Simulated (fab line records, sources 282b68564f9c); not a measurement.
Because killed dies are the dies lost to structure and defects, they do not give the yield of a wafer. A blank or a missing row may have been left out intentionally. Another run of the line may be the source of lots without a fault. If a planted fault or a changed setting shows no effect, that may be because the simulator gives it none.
Which of the tools did it? | flow ritCmos | 42 wafers from 14 lots sampled at 6 of the route's 202 steps

== WHAT THE GAUGES SHOWED, per wafer ==
RIT_NWELL_TW_MEAS_10.
lot  | measured    | on           | NWELL_TW
L525 | day 2 02:31 | filmMetro-01 | 2157 2139 2147
L526 | day 2 08:33 | filmMetro-02 | 2143 2128 2134
L527 | day 2 13:47 | filmMetro-02 | 2131 2129 2127
L528 | day 2 18:14 | filmMetro-01 | 2152 2150 2166
L529 | day 3 00:28 | filmMetro-02 | 2122 2134 2121
L530 | day 3 06:31 | filmMetro-04 | 2134 2139 2138
L531 | day 3 10:16 | filmMetro-04 | 2144 2132 2143
L533 | day 3 23:15 | filmMetro-02 | 2132 2122 2130
L539 | day 5 00:47 | filmMetro-01 | 2174 2152 2165
L540 | day 5 07:17 | filmMetro-02 | 2132 2132 2138
L542 | day 5 23:44 | filmMetro-01 | 2165 2152 2172
L545 | day 6 08:19 | filmMetro-01 | 2146 2153 2138
L546 | day 6 12:33 | filmMetro-01 | 2142 2141 2143
L547 | day 6 19:01 | filmMetro-02 | 2113 2127 2116

RIT_PWELL_OVL_MEAS_06.
lot  | measured    | on         | PWELL_OVL (nm)
L525 | day 2 03:34 | overlay-02 | -1.5 -1.0 -0.6
L526 | day 2 09:29 | overlay-01 | 0.6 0.5 0.0
L527 | day 2 14:50 | overlay-01 | 2.4 1.5 1.4
L528 | day 2 19:10 | overlay-01 | 2.8 2.3 0.8
L529 | day 3 01:31 | overlay-01 | 0.1 -0.2 0.5
L530 | day 3 07:27 | overlay-01 | 1.5 2.2 0.1
L531 | day 3 11:12 | overlay-01 | -0.4 0.1 0.9
L533 | day 4 00:19 | overlay-01 | 2.4 2.1 1.0
L539 | day 5 02:00 | overlay-02 | -0.5 -0.1 -2.1
L540 | day 5 08:13 | overlay-02 | -0.1 -1.3 -0.5
L542 | day 6 00:40 | overlay-01 | 3.6 2.9 2.8
L545 | day 6 09:23 | overlay-01 | 1.1 2.4 1.0
L546 | day 6 13:37 | overlay-01 | 0.9 1.7 1.3
L547 | day 6 19:57 | overlay-01 | -0.2 0.9 0.1

RIT_PWELL_TW_MEAS_10.
lot  | measured    | on           | PWELL_TW
L525 | day 2 04:11 | filmMetro-01 | 953 953 954
L526 | day 2 10:06 | filmMetro-01 | 952 954 956
L527 | day 2 15:28 | filmMetro-02 | 947 949 949
L528 | day 2 19:47 | filmMetro-01 | 957 962 951
L529 | day 3 02:08 | filmMetro-01 | 952 949 956
L530 | day 3 08:04 | filmMetro-01 | 954 952 951
L531 | day 3 11:49 | filmMetro-04 | 948 945 951
L533 | day 4 00:58 | filmMetro-02 | 947 939 944
L539 | day 5 02:37 | filmMetro-01 | 884 891 888
L540 | day 5 09:01 | filmMetro-01 | 894 891 897
L542 | day 6 01:17 | filmMetro-02 | 937 943 940
L545 | day 6 10:00 | filmMetro-02 | 943 941 944
L546 | day 6 14:14 | filmMetro-01 | 956 952 955
L547 | day 6 20:34 | filmMetro-01 | 943 951 948

RIT_WELLDRIVE_RS_MEAS_02: uses a four-point probe to measure.
lot  | measured    | on           | PWELL_RS (ohm/sq)
L525 | day 2 09:28 | filmMetro-02 | 430.2 429.3 429.7
L526 | day 2 15:22 | filmMetro-01 | 432.2 430.7 432.3
L527 | day 2 20:45 | filmMetro-04 | 430.0 429.1 429.1
L528 | day 3 02:58 | filmMetro-01 | 431.9 430.0 431.2
L529 | day 3 09:02 | filmMetro-02 | 427.8 428.5 427.2
L530 | day 3 13:26 | filmMetro-04 | 427.2 428.0 427.9
L531 | day 3 17:05 | filmMetro-02 | 428.2 429.0 430.1
L533 | day 4 06:14 | filmMetro-02 | 428.6 429.1 429.3
L539 | day 5 07:54 | filmMetro-02 | 498.4 498.6 498.7
L540 | day 5 16:37 | filmMetro-01 | 496.0 498.1 495.8
L542 | day 6 07:16 | filmMetro-01 | 428.9 429.4 430.1
L545 | day 6 15:16 | filmMetro-04 | 427.6 430.8 428.9
L546 | day 6 19:44 | filmMetro-02 | 427.9 428.4 427.6
L547 | day 7 02:23 | filmMetro-04 | 428.8 428.7 428.6

== WHAT TOOL EACH LOT RAN ON (gives the tool, then ch and the chambers of the sampled wafers, and finally the start) ==
lot  | RIT_ACTIVE_STRIP_14                | RIT_PWELL_IMPLANT_08
L525 | plasmaAsher-01 ch 0,1, day 1 20:16 | implanter-02 ch 0, day 2 03:53
L526 | plasmaAsher-01 ch 1, day 2 00:53   | implanter-04 ch 0, day 2 09:47
L527 | plasmaAsher-01 ch 0,1, day 2 06:16 | implanter-02 ch 0, day 2 15:10
L528 | plasmaAsher-02 ch 0,1, day 2 12:08 | implanter-04 ch 0, day 2 19:27
L529 | plasmaAsher-02 ch 0,1, day 2 16:46 | implanter-02 ch 0, day 3 01:51
L530 | plasmaAsher-03 ch 0,1, day 2 20:58 | implanter-02 ch 0, day 3 07:44
L531 | plasmaAsher-01 ch 0,1, day 3 03:02 | implanter-02 ch 0, day 3 11:31
L533 | plasmaAsher-02 ch 0, day 3 12:38   | implanter-02 ch 0, day 4 00:39
L539 | plasmaAsher-01 ch 0,1, day 4 17:54 | implanter-02 ch 0, day 5 02:19
L540 | plasmaAsher-03 ch 0,1, day 4 22:55 | implanter-02 ch 0, day 5 08:41
L542 | plasmaAsher-02 ch 0,1, day 5 08:53 | implanter-01 ch 0, day 6 00:57
L545 | plasmaAsher-01 ch 0,1, day 6 02:16 | implanter-04 ch 0, day 6 09:40
L546 | plasmaAsher-02 ch 0,1, day 6 04:54 | implanter-01 ch 0, day 6 13:56
L547 | plasmaAsher-03 ch 0,1, day 6 11:04 | implanter-04 ch 0, day 6 20:16
- RIT_ACTIVE_STRIP_14: strips in O2, time 180 s.
- RIT_PWELL_IMPLANT_08

== WHAT THE TOOLS THEMSELVES READ (means of the sampled wafers that have a number; where no wafer has one, the mark that the record gives instead) ==
RIT_ACTIVE_STRIP_14.
lot  | tool           | chamberPressureMTorr (mTorr) | drypumpMotorCurrentA (A) | rfReflPowerW (W)
L525 | plasmaAsher-01 | 4003                         | 5.7                      | 8.1
L526 | plasmaAsher-01 | 4000                         | 5.7                      | 8.3
L527 | plasmaAsher-01 | 3999                         | 5.7                      | 8.0
L528 | plasmaAsher-02 | 4001                         | 6.2                      | 7.4
L529 | plasmaAsher-02 | 3999                         | 5.9                      | 7.6
L530 | plasmaAsher-03 | 3998                         | 5.8                      | 8.1
L531 | plasmaAsher-01 | 4001                         | 5.7                      | 7.9
L533 | plasmaAsher-02 | 4003                         | 5.6                      | 7.9
L539 | plasmaAsher-01 | 4001                         | 5.7                      | 8.1
L540 | plasmaAsher-03 | 3998                         | 5.7                      | 7.5
L542 | plasmaAsher-02 | 4000                         | 6.2                      | 7.5
L545 | plasmaAsher-01 | 4001                         | 5.7                      | 7.9
L546 | plasmaAsher-02 | 3999                         | 6.2                      | 7.4
L547 | plasmaAsher-03 | 4001                         | 5.7                      | 7.7

RIT_PWELL_IMPLANT_08.
lot  | tool         | doseIonsCm2 | faradayCurrentUA
L525 | implanter-02 | 7e+13       | 226
L526 | implanter-04 | 7e+13       | 224
L527 | implanter-02 | 7e+13       | 223
L528 | implanter-04 | 7e+13       | 220
L529 | implanter-02 | 7e+13       | 222
L530 | implanter-02 | 7e+13       | 219
L531 | implanter-02 | 7e+13       | 220
L533 | implanter-02 | 7e+13       | 221
L539 | implanter-02 | 6e+13       | 176
L540 | implanter-02 | 6e+13       | 177
L542 | implanter-01 | 7e+13       | 221
L545 | implanter-04 | 7e+13       | 222
L546 | implanter-01 | 7e+13       | 220
L547 | implanter-04 | 7e+13       | 222

== THE ANSWER, worked out from the rows above alone ==
Rule: usual is defined by the lots themselves. Put in order of their means at a reading, lots are off if they are a third of the lots or fewer, leave a main group of 4 or more, and stand apart from it by a gap of 3 or more times the standard deviation of the main group's means; of several such gaps the widest counts. Not used: any main group whose means are identical at the precision the tables above print for the reading. A lot without any number at a reading at which 4 lots or more have one is off too. All remaining lots with rows at the step are treated as sound. The gauges are gone through in route order, then the tools' own readings, and for those a lot's mean is taken as printed above. At the first step where some lot is off, the reading lying furthest off is the one used; lots without a number count as furthest.
Off: L539, L540, seen at RIT_PWELL_TW_MEAS_10 (PWELL_TW). The main group has a mean of 949 with a standard deviation of 5.1.
If a tool, at a process step before that reading, ran all the lots that are off and no sound lot after the first of them, it fits. Not tried: the gauges at RIT_PWELL_TW_MEAS_10; whatever is off there is also off at RIT_PWELL_IMPLANT_08, on other tools, and gauge error can't account for it. One fits: implanter-02 at RIT_PWELL_IMPLANT_08. Its last sound lot is L533 (day 4 00:39), its first lot that is off L539 (day 5 02:19): a fault that began between those two fits.
The tool's own readings at RIT_PWELL_IMPLANT_08 bear it out: on the lots that are off they differ by more than 5 times the standard deviation of the sound lots' means. doseIonsCm2 reads 6e+13 there against 7e+13 on the sound lots; faradayCurrentUA reads 176 there against 222 on the sound lots.

== WHAT THE SIMULATOR HAD PUT IN ==
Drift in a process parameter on implanter-02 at RIT_PWELL_IMPLANT_08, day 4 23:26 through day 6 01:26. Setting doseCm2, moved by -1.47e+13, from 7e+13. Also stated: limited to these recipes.
Shown lots that were struck: L539, L540. The same result came from the rule above.
